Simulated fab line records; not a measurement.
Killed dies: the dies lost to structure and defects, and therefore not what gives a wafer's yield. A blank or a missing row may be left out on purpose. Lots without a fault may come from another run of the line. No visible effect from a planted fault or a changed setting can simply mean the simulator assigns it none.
fab line records + flow rit-cmos
record
- lots=6
- wafers=18
- last-day=8
route steps=202 shown ACTIVE@18 FOX1@20 FOX2@23 NWELL@28 M1@202
lots with no fault: from the same line, run without faults
start-h: the number of hours between the record's first day and the start of the first shown wafer of the lot + wait-h: hours since the lot's step before + " as in the row above + L1.1+2: one row covering several wafers at once + - value missing, or start not given + * or withheld: withheld + < > ~ a bound
route shown NAME@n: names a module that has steps shown in the file, with the first one's number in the route + usual: mean/standard deviation taken from wafers without a fault + same: alike in all rows + chamber/n: place in a boat + sites: the reading at each site + _std_site: their standard deviation + _edge_site: mean of outer sites minus mean of inner sites + radius-mm: for every site, how far away it sits from the centre of the wafer + mask NAME#n: copy n + behind: the last tool/chamber to shape the wafer + hold: what put the lot on hold/how long, in hours/how the hold closed + device: names the non-switching transistor (n, p or np) + end of line: the route-end tests of the same wafers + a step without rows: its recipe alone + killed: at the first sort, the dies lost to defects and structure; wafer yield is something else + map: dies across one wafer; x = killed, . = not, _ = none there
set.NAME: the setting the step ran with; set.NAME@STEP: the setting that earlier step ran with + model.NAME: the simulator's own value behind a step, which no gauge read
certain route steps with their lots: each step a table, each wafer a row
## steps
# step RIT_ACTIVE_CLEAN_16
# recipe
- chemistry=dHF
- dilution=50:1
- time-s=30
# step RIT_ACTIVE_CLEAN_17
# recipe
- chemistry=SC2
- mix=3:3:50
- time-s=600
- temp-c=75
- dry=n2-spin
# step RIT_FOX1_OXIDATION_00
# recipe
- temp-c=1100
- ambient=H2O
- target-thk-a=3507
- p-h2o-torr=720
- ox-time-s=1130
# step RIT_FOX1_THK_MEAS_01
# recipe
- reads=SiO2_of_FOX1_OXIDATION_00
# usual
- FOX1_OXIDE_THK=349/5.9
| lot.wafer | tool          | chamber | start-h | wait-h | FOX1_OXIDE_THK[nm] |
|-----------|---------------|---------|---------|--------|--------------------|
| L771.1    | film-metro-02 | -       | 45.44   | 0.0    | 346                |
| L771.2    | "             | -       | "       | "      | 354                |
| L771.4    | "             | -       | "       | "      | 351                |
| L778.2    | film-metro-02 | -       | 82.44   | 0.0    | 350                |
| L778.4    | "             | -       | "       | "      | 349                |
| L778.6    | "             | -       | "       | "      | 350                |
| L783.1    | film-metro-03 | -       | 113.00  | 0.0    | 347                |
| L783.4    | "             | -       | "       | "      | 343                |
| L783.6    | "             | -       | "       | "      | 352                |
| L785.1    | film-metro-02 | -       | 113.00  | 0.0    | 350                |
| L785.3    | "             | -       | "       | "      | 346                |
| L785.6    | "             | -       | "       | "      | 353                |
| L786.2    | film-metro-03 | -       | 124.97  | 0.0    | 341                |
| L786.3    | "             | -       | "       | "      | 348                |
| L786.4    | "             | -       | "       | "      | 344                |
| L789.1    | film-metro-04 | -       | 134.66  | 0.0    | 347                |
| L789.2    | "             | -       | "       | "      | 355                |
| L789.5    | "             | -       | "       | "      | 345                |
# step RIT_FOX1_WET_ETCH_02
# recipe
- chemistry=BOE
- target-depth-nm=350
- time-s=390
- temp-c=21.5
- dry=n2-spin
- dilution=10:1
- target=SiO2
# step RIT_FOX2_OXIDATION_00
# recipe
- temp-c=1100
- ambient=H2O
- target-thk-a=3507
- p-h2o-torr=720
- ox-time-s=1130
# step RIT_FOX2_THK_MEAS_01
# recipe
- reads=SiO2_of_FOX2_OXIDATION_00
# usual
- FOX2_OXIDE_THK=348/7.7
| lot.wafer | tool          | chamber | start-h | wait-h | FOX2_OXIDE_THK[nm] |
|-----------|---------------|---------|---------|--------|--------------------|
| L771.1    | film-metro-02 | -       | 48.98   | 0.0    | 356                |
| L771.2    | "             | -       | "       | "      | 353                |
| L771.4    | "             | -       | "       | "      | 353                |
| L778.2    | film-metro-03 | -       | 85.57   | 0.0    | 339                |
| L778.4    | "             | -       | "       | "      | 344                |
| L778.6    | "             | -       | "       | "      | 338                |
| L783.1    | film-metro-02 | -       | 119.31  | 0.0    | 349                |
| L783.4    | "             | -       | "       | "      | 347                |
| L783.6    | "             | -       | "       | "      | 347                |
| L785.1    | film-metro-03 | -       | 119.31  | 0.0    | 347                |
| L785.3    | "             | -       | "       | "      | 341                |
| L785.6    | "             | -       | "       | "      | 342                |
| L786.2    | film-metro-03 | -       | 130.15  | 0.0    | 347                |
| L786.3    | "             | -       | "       | "      | 340                |
| L786.4    | "             | -       | "       | "      | 342                |
| L789.1    | film-metro-01 | -       | 136.15  | 0.0    | 348                |
| L789.2    | "             | -       | "       | "      | 339                |
| L789.5    | "             | -       | "       | "      | 346                |
# step RIT_FOX2_CLEAN_02
# recipe
- chemistry=dHF
- dilution=50:1
- time-s=180
# step RIT_FOX2_WET_ETCH_03
# recipe
- chemistry=H3PO4
- target=Si3N4
- target-depth-nm=195
- temp-c=165
- time-s=2700
# step RIT_FOX2_THK_MEAS_90
# recipe
- reads=SiO2_of_FOX2_OXIDATION_00
# usual
- FIELD_OXIDE_LEFT_1_THK=321/7.7
| lot.wafer | tool          | chamber | start-h | wait-h | FIELD_OXIDE_LEFT_1_THK[nm] |
|-----------|---------------|---------|---------|--------|----------------------------|
| L771.1    | film-metro-03 | -       | 50.01   | 0.0    | 329                        |
| L771.2    | "             | -       | "       | "      | 326                        |
| L771.4    | "             | -       | "       | "      | 327                        |
| L778.2    | film-metro-03 | -       | 86.52   | 0.0    | 312                        |
| L778.4    | "             | -       | "       | "      | 318                        |
| L778.6    | "             | -       | "       | "      | 311                        |
| L783.1    | film-metro-03 | -       | 120.26  | 0.0    | 322                        |
| L783.4    | "             | -       | "       | "      | 319                        |
| L783.6    | "             | -       | "       | "      | 319                        |
| L785.1    | film-metro-01 | -       | 120.26  | 0.0    | 319                        |
| L785.3    | "             | -       | "       | "      | 313                        |
| L785.6    | "             | -       | "       | "      | 315                        |
| L786.2    | film-metro-02 | -       | 131.03  | 0.0    | 319                        |
| L786.3    | "             | -       | "       | "      | 312                        |
| L786.4    | "             | -       | "       | "      | 314                        |
| L789.1    | film-metro-01 | -       | 137.03  | 0.0    | 320                        |
| L789.2    | "             | -       | "       | "      | 311                        |
| L789.5    | "             | -       | "       | "      | 319                        |
# step RIT_NWELL_HMDS_00
# recipe
- prime-time-s=58.79
- prime-temp-c=140
# step RIT_NWELL_COAT_01
# recipe
- resist=NOVOLAK
- spin-rpm=2000
- resist-thk-nm=1300
# step RIT_NWELL_SOFTBAKE_02
# recipe
- resist=NOVOLAK
- temp-c=90
- time-s=60
# usual
- exhaust-pa=45.1/0.98
- heater-power-total-W=34.57/0.049
- plate-temp-C=90.01/0.11
| lot.wafer | tool           | chamber | start-h | wait-h | exhaust-pa | heater-power-total-W | plate-temp-C |
|-----------|----------------|---------|---------|--------|------------|----------------------|--------------|
| L771.1    | litho-track-01 | 0       | 50.37   | 0.1    | 44.0       | 34.59                | 90.04        |
| L771.2    | "              | 0       | "       | "      | 44.3       | 34.61                | 89.96        |
| L771.4    | "              | 0       | "       | "      | 45.7       | 34.47                | 89.93        |
| L778.2    | litho-track-03 | 0       | 86.89   | 0.1    | 44.1       | 34.53                | 89.96        |
| L778.4    | "              | 0       | "       | "      | 46.2       | 34.49                | 90.13        |
| L778.6    | "              | 0       | "       | "      | 43.8       | 34.52                | 89.83        |
| L783.1    | litho-track-04 | 0       | 120.62  | 0.1    | 45.1       | 34.46                | 90.17        |
| L783.4    | "              | 0       | "       | "      | 44.4       | 34.61                | 90.11        |
| L783.6    | "              | 0       | "       | "      | 44.8       | 34.58                | 90.18        |
| L785.1    | litho-track-03 | 0       | 120.92  | 0.1    | 43.6       | 31.76                | 85.08        |
| L785.3    | "              | 0       | "       | "      | 43.1       | 31.90                | 84.95        |
| L785.6    | "              | 0       | "       | "      | 44.0       | 31.84                | 85.05        |
| L786.2    | litho-track-03 | 0       | 131.40  | 0.1    | 44.9       | 31.88                | 84.93        |
| L786.3    | "              | 0       | "       | "      | 45.6       | 31.88                | 84.96        |
| L786.4    | "              | 0       | "       | "      | 46.7       | 31.91                | 84.89        |
| L789.1    | litho-track-01 | 0       | 137.39  | 0.1    | 44.3       | 34.55                | 90.20        |
| L789.2    | "              | 0       | "       | "      | 44.3       | 34.61                | 90.21        |
| L789.5    | "              | 0       | "       | "      | 44.9       | 34.63                | 90.02        |
# step RIT_NWELL_EXPOSE_03
# recipe
- mask-id=M2
- na=0.57
- target-cd-nm=43900
- dose-mj=250
# step RIT_NWELL_PEB_04
# recipe
- resist=NOVOLAK
- temp-c=withheld
- time-s=withheld
# step RIT_NWELL_DEVELOP_05
# recipe
- resist=NOVOLAK
- develop-time-s=68
- dev-temp-c=23
# usual
- exhaust-pa=44.9/0.92
| lot.wafer | tool           | chamber | start-h | wait-h | exhaust-pa | model.NOVOLAK_of_NWELL_COAT_01.thk-nm |
|-----------|----------------|---------|---------|--------|------------|---------------------------------------|
| L771.1    | litho-track-03 | 0       | -       | -      | 44.4       | 1296                                  |
| L771.2    | "              | 0       | "       | "      | 44.9       | 1295                                  |
| L771.4    | "              | 0       | "       | "      | 44.7       | 1299                                  |
| L778.2    | litho-track-01 | 0       | -       | -      | 44.4       | 1303                                  |
| L778.4    | "              | 0       | "       | "      | 44.5       | 1306                                  |
| L778.6    | "              | 0       | "       | "      | 44.6       | 1305                                  |
| L783.1    | litho-track-01 | 0       | -       | -      | 46.7       | 1302                                  |
| L783.4    | "              | 0       | "       | "      | 45.3       | 1302                                  |
| L783.6    | "              | 0       | "       | "      | 45.2       | 1302                                  |
| L785.1    | litho-track-03 | 0       | -       | -      | 46.0       | 1319                                  |
| L785.3    | "              | 0       | "       | "      | 47.1       | 1324                                  |
| L785.6    | "              | 0       | "       | "      | 47.1       | 1320                                  |
| L786.2    | litho-track-03 | 0       | -       | -      | 45.5       | 1315                                  |
| L786.3    | "              | 0       | "       | "      | 44.6       | 1317                                  |
| L786.4    | "              | 0       | "       | "      | 44.4       | 1313                                  |
| L789.1    | litho-track-04 | 0       | -       | -      | 43.9       | 1300                                  |
| L789.2    | "              | 0       | "       | "      | 43.1       | 1298                                  |
| L789.5    | "              | 0       | "       | "      | 43.7       | 1301                                  |
# step RIT_NWELL_OVL_MEAS_06
# usual
- NWELL_OVL=0.9/1.4
| lot.wafer | tool       | chamber | start-h | wait-h | NWELL_OVL[nm] |
|-----------|------------|---------|---------|--------|---------------|
| L771.1    | overlay-02 | -       | 50.99   | -      | 0.6           |
| L771.2    | "          | -       | "       | "      | 1.3           |
| L771.4    | "          | -       | "       | "      | 1.4           |
| L778.2    | overlay-02 | -       | 87.45   | -      | -0.1          |
| L778.4    | "          | -       | "       | "      | 0.1           |
| L778.6    | "          | -       | "       | "      | -1.0          |
| L783.1    | overlay-01 | -       | 121.36  | -      | 0.5           |
| L783.4    | "          | -       | "       | "      | 3.0           |
| L783.6    | "          | -       | "       | "      | 0.8           |
| L785.1    | overlay-01 | -       | 121.84  | -      | 3.3           |
| L785.3    | "          | -       | "       | "      | 2.2           |
| L785.6    | "          | -       | "       | "      | 2.5           |
| L786.2    | overlay-02 | -       | 131.96  | -      | -0.5          |
| L786.3    | "          | -       | "       | "      | 0.3           |
| L786.4    | "          | -       | "       | "      | 1.4           |
| L789.1    | overlay-01 | -       | 138.13  | -      | 0.3           |
| L789.2    | "          | -       | "       | "      | -0.3          |
| L789.5    | "          | -       | "       | "      | 1.5           |
# step RIT_M1_PROBE_99
# usual
- killed-at-contacts=0.1/0.28
- killed-at-front-end=7.1/2.8
- killed-dies=7.1/2.9
- killed-open=3.4/2
- killed-short=3.6/2.1
# same
- gross-dies=264
- killed_at_M0_to_M3=0
- killed_at_M4_up=0
- killed-at-back-side=0
- killed-at-other=0
| lot.wafer | tool      | chamber | start-h | wait-h | killed-at-contacts | killed-at-front-end | killed-dies | killed-open | killed-short |
|-----------|-----------|---------|---------|--------|--------------------|---------------------|-------------|-------------|--------------|
| L786.2    | prober-01 | -       | 175.05  | 0.1    | 0                  | 1                   | 1           | 1           | 0            |
| L786.3    | prober-01 | -       | 175.10  | 0.2    | 0                  | 3                   | 3           | 2           | 1            |
| L786.4    | prober-01 | -       | 175.15  | 0.2    | 0                  | 7                   | 7           | 3           | 4            |
# killed by level:class
L786.2 FOX1:geometric-particle:open=1
L786.3 GATE:geometric-particle:open=2 SILICIDE:geometric-particle:short=1
L786.4 GATE:geometric-particle:open=3 GATE:geometric-particle:short=2 SPACER:geometric-particle:short=1 SILICIDE:geometric-particle:short=1
## key
first-sign
- step=RIT_NWELL_SOFTBAKE_02
- reading=heater-power-total-W
- direction=down
- sigmas=56
- usual=34.57
- struck=31.86
effect
- step=RIT_NWELL_SOFTBAKE_02
- reading=plate-temp-C
- direction=down
- sigmas=44
- usual=*
- struck=*
model-effect
- step=RIT_NWELL_DEVELOP_05
- value=NOVOLAK_of_NWELL_COAT_01.thk-nm
- without=1300
- struck=1318
met-at RIT_NWELL_SOFTBAKE_02
struck-wafers L785.1,L785.3,L785.6,L786.2,L786.3,L786.4
tester-left-out L785,L786
onset-between 86.89 120.92
fault
- kind=process-parameter-drift
- tool=litho-track-03
- chamber=-
- onset-h=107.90
- steps=RIT_NWELL_SOFTBAKE_02
- channel=temp-c
- offset=*
- shape=step
- end-h=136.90
- acts-in=*
- stated=*
# tester-left-out: of these lots the tester's yield and bins aren't shown, on N5 and GAA mostly nor the transistor test; their killed dies are dies lost to structure and defects alone, not to doping, threshold or leakage, so they don't give the yield
